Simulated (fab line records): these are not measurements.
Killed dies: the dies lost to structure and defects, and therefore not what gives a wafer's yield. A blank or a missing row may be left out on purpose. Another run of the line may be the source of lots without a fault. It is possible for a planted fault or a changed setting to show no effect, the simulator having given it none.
Tool commonality check / flow berkeley-cmos170 / Lots sampled 14, wafers sampled 48

WHY THIS WAS OPENED
At UCB170_M2_CD_MEAS_15 the reading cd-nm is flagged on 2 of 14 lots. No-fault wafers: 699.8 nm, standard deviation 1.2.
Rule: a lot is flagged in two cases, either no wafer of it has a number, or all its wafers with numbers fall more than 4 standard deviations from that mean. The rest of the lots are taken to be sound.

lot=L846; measured=day 8 19:46; on=cd-sem-01; cd-nm (nm), wafer by wafer=699.3 700.2 701.5; flag=
lot=L845; measured=day 9 01:06; on=cd-sem-01; cd-nm (nm), wafer by wafer=699.1 698.3 699.1; flag=
lot=L850; measured=day 9 10:45; on=cd-sem-01; cd-nm (nm), wafer by wafer=698.0 699.8 698.7; flag=
lot=L848; measured=day 9 15:39; on=cd-sem-01; cd-nm (nm), wafer by wafer=700.9 700.7 701.5; flag=
lot=L847; measured=day 9 17:43; on=cd-sem-01; cd-nm (nm), wafer by wafer=699.7 698.7 698.8; flag=
lot=L849; measured=day 9 18:02; on=cd-sem-02; cd-nm (nm), wafer by wafer=698.9 699.6 699.3; flag=
lot=L852; measured=day 10 06:50; on=cd-sem-01; cd-nm (nm), wafer by wafer=702.2 702.9 701.1; flag=
lot=L851; measured=day 10 07:17; on=cd-sem-01; cd-nm (nm), wafer by wafer=700.6 698.8 700.7; flag=
lot=L853; measured=day 10 13:06; on=cd-sem-01; cd-nm (nm), wafer by wafer=700.0 698.1 700.6; flag=
lot=L855; measured=day 10 19:44; on=cd-sem-01; cd-nm (nm), wafer by wafer=700.3 700.0 700.2; flag=
lot=L858; measured=day 11 05:37; on=cd-sem-01; cd-nm (nm), wafer by wafer=698.9 699.3 698.9; flag=
lot=L859; measured=day 11 19:53; on=cd-sem-02; cd-nm (nm), wafer by wafer=743.9 745.6 744.2 743.9 745.2 744.5; flag=FLAGGED
lot=L861; measured=day 12 14:20; on=cd-sem-02; cd-nm (nm), wafer by wafer=744.4 745.4 745.6 743.9 745.0 745.8; flag=FLAGGED
lot=L863; measured=day 12 14:39; on=cd-sem-01; cd-nm (nm), wafer by wafer=698.9 698.3 697.9; flag=
On average the flagged lots' numbers are 744.8 nm, which is +45.0 nm against the usual, or +37 standard deviations.

WHICH TOOL RAN EACH LOT
3 process steps preceding the reading are held in the record, out of 331 steps in the route. In each cell: the tool, then ch and the chambers that the sampled wafers went through, then the start.
lot=L846; flag=; UCB170_SILICIDE_SPUTTER_01=pvd-sputter-04, day 8 02:20; UCB170_M2_STRIP_07=plasma-asher-03 ch 0,1, day 8 16:56; UCB170_M2_PEB_13=litho-track-01 ch 0, day 8 19:30
lot=L845; flag=; UCB170_SILICIDE_SPUTTER_01=pvd-sputter-03, day 8 06:16; UCB170_M2_STRIP_07=plasma-asher-02 ch 0,1, day 8 22:35; UCB170_M2_PEB_13=litho-track-01 ch 0, day 9 00:33
lot=L850; flag=; UCB170_SILICIDE_SPUTTER_01=pvd-sputter-03, day 8 20:29; UCB170_M2_STRIP_07=plasma-asher-03 ch 0,1, day 9 09:38; UCB170_M2_PEB_13=litho-track-01 ch 0, day 9 10:29
lot=L848; flag=; UCB170_SILICIDE_SPUTTER_01=pvd-sputter-03, day 8 21:31; UCB170_M2_STRIP_07=plasma-asher-01 ch 0,1, day 9 14:31; UCB170_M2_PEB_13=litho-track-01 ch 0, day 9 15:22
lot=L847; flag=; UCB170_SILICIDE_SPUTTER_01=pvd-sputter-02, day 8 21:20; UCB170_M2_STRIP_07=plasma-asher-01 ch 0,1, day 9 16:04; UCB170_M2_PEB_13=litho-track-03 ch 0, day 9 17:27
lot=L849; flag=; UCB170_SILICIDE_SPUTTER_01=pvd-sputter-04, day 8 20:55; UCB170_M2_STRIP_07=plasma-asher-03 ch 0,1, day 9 16:00; UCB170_M2_PEB_13=litho-track-03 ch 0, day 9 17:47
lot=L852; flag=; UCB170_SILICIDE_SPUTTER_01=pvd-sputter-04, day 9 14:59; UCB170_M2_STRIP_07=plasma-asher-03 ch 0,1, day 10 05:41; UCB170_M2_PEB_13=litho-track-01 ch 0, day 10 06:34
lot=L851; flag=; UCB170_SILICIDE_SPUTTER_01=pvd-sputter-03, day 9 15:41; UCB170_M2_STRIP_07=plasma-asher-02 ch 0,1, day 10 05:58; UCB170_M2_PEB_13=litho-track-02 ch 0, day 10 07:00
lot=L853; flag=; UCB170_SILICIDE_SPUTTER_01=pvd-sputter-04, day 9 21:46; UCB170_M2_STRIP_07=plasma-asher-03 ch 0,1, day 10 11:00; UCB170_M2_PEB_13=litho-track-01 ch 0, day 10 12:50
lot=L855; flag=; UCB170_SILICIDE_SPUTTER_01=pvd-sputter-04, day 10 02:40; UCB170_M2_STRIP_07=plasma-asher-02 ch 1, day 10 18:28; UCB170_M2_PEB_13=litho-track-03 ch 0, day 10 19:28
lot=L858; flag=; UCB170_SILICIDE_SPUTTER_01=pvd-sputter-04, day 10 14:40; UCB170_M2_STRIP_07=plasma-asher-01 ch 0,1, day 11 04:30; UCB170_M2_PEB_13=litho-track-01 ch 0, day 11 05:20
lot=L859; flag=FLAGGED; UCB170_SILICIDE_SPUTTER_01=pvd-sputter-04, day 11 01:23; UCB170_M2_STRIP_07=plasma-asher-01 ch 0,1, day 11 18:13; UCB170_M2_PEB_13=litho-track-01 ch 0, day 11 19:37
lot=L861; flag=FLAGGED; UCB170_SILICIDE_SPUTTER_01=pvd-sputter-03, day 11 18:52; UCB170_M2_STRIP_07=plasma-asher-02 ch 0,1, day 12 10:28; UCB170_M2_PEB_13=litho-track-01 ch 0, day 12 14:04
lot=L863; flag=; UCB170_SILICIDE_SPUTTER_01=pvd-sputter-03, day 11 18:58; UCB170_M2_STRIP_07=plasma-asher-01 ch 0,1, day 12 10:44; UCB170_M2_PEB_13=litho-track-02 ch 0, day 12 14:23
What these steps do:
- UCB170_SILICIDE_SPUTTER_01: material Ti, target thk 30 nm, time 25 s.
- UCB170_M2_STRIP_07: strips in O2.
- UCB170_M2_PEB_13
- UCB170_M2_CD_MEAS_15: target cd 700 nm.

FLAGGED OVER TOTAL, TOOL BY TOOL (the gauges that took the reading come last)
step=UCB170_SILICIDE_SPUTTER_01; tool=pvd-sputter-02; lots run=1; flagged=0; share of the flagged lots=none; sound lots run after its first flagged lot=-
step=UCB170_SILICIDE_SPUTTER_01; tool=pvd-sputter-03; lots run=6; flagged=1; share of the flagged lots=some; sound lots run after its first flagged lot=1 (L863)
step=UCB170_SILICIDE_SPUTTER_01; tool=pvd-sputter-04; lots run=7; flagged=1; share of the flagged lots=some; sound lots run after its first flagged lot=0
step=UCB170_M2_STRIP_07; tool=plasma-asher-01; lots run=5; flagged=1; share of the flagged lots=some; sound lots run after its first flagged lot=1 (L863)
step=UCB170_M2_STRIP_07; tool=plasma-asher-02; lots run=4; flagged=1; share of the flagged lots=some; sound lots run after its first flagged lot=0
step=UCB170_M2_STRIP_07; tool=plasma-asher-03; lots run=5; flagged=0; share of the flagged lots=none; sound lots run after its first flagged lot=-
step=UCB170_M2_PEB_13; tool=litho-track-01; lots run=9; flagged=2; share of the flagged lots=all; sound lots run after its first flagged lot=0
step=UCB170_M2_PEB_13; tool=litho-track-02; lots run=2; flagged=0; share of the flagged lots=none; sound lots run after its first flagged lot=-
step=UCB170_M2_PEB_13; tool=litho-track-03; lots run=3; flagged=0; share of the flagged lots=none; sound lots run after its first flagged lot=-
step=UCB170_M2_CD_MEAS_15; tool=cd-sem-01; lots run=11; flagged=0; share of the flagged lots=none; sound lots run after its first flagged lot=-
step=UCB170_M2_CD_MEAS_15; tool=cd-sem-02; lots run=3; flagged=2; share of the flagged lots=all; sound lots run after its first flagged lot=0

WHAT THE TABLE PERMITS
Every flagged lot went through 2 rows of the table: litho-track-01 at UCB170_M2_PEB_13 and cd-sem-02 at UCB170_M2_CD_MEAS_15.
- litho-track-01 at UCB170_M2_PEB_13 ran 9 lots, 2 of them flagged. Its last sound lot is L858 (day 11 05:20), its first flagged lot L859 (day 11 19:37): a fault that began between those two fits. Its own readings lie more than 4 standard deviations out on every wafer of the flagged lots: heater-power-total-W, plate-temp-C.
- cd-sem-02 at UCB170_M2_CD_MEAS_15 ran 3 lots, 2 of them flagged. Its last sound lot is L849 (day 9 18:02), its first flagged lot L859 (day 11 19:53): a fault that began between those two fits.
These 2 tools cannot be told apart by counting lots, since each of them fits a fault that started at some hour. More lots, or a look at what each step does to the wafer, might.

WHAT HAD BEEN PUT IN BY THE SIMULATOR
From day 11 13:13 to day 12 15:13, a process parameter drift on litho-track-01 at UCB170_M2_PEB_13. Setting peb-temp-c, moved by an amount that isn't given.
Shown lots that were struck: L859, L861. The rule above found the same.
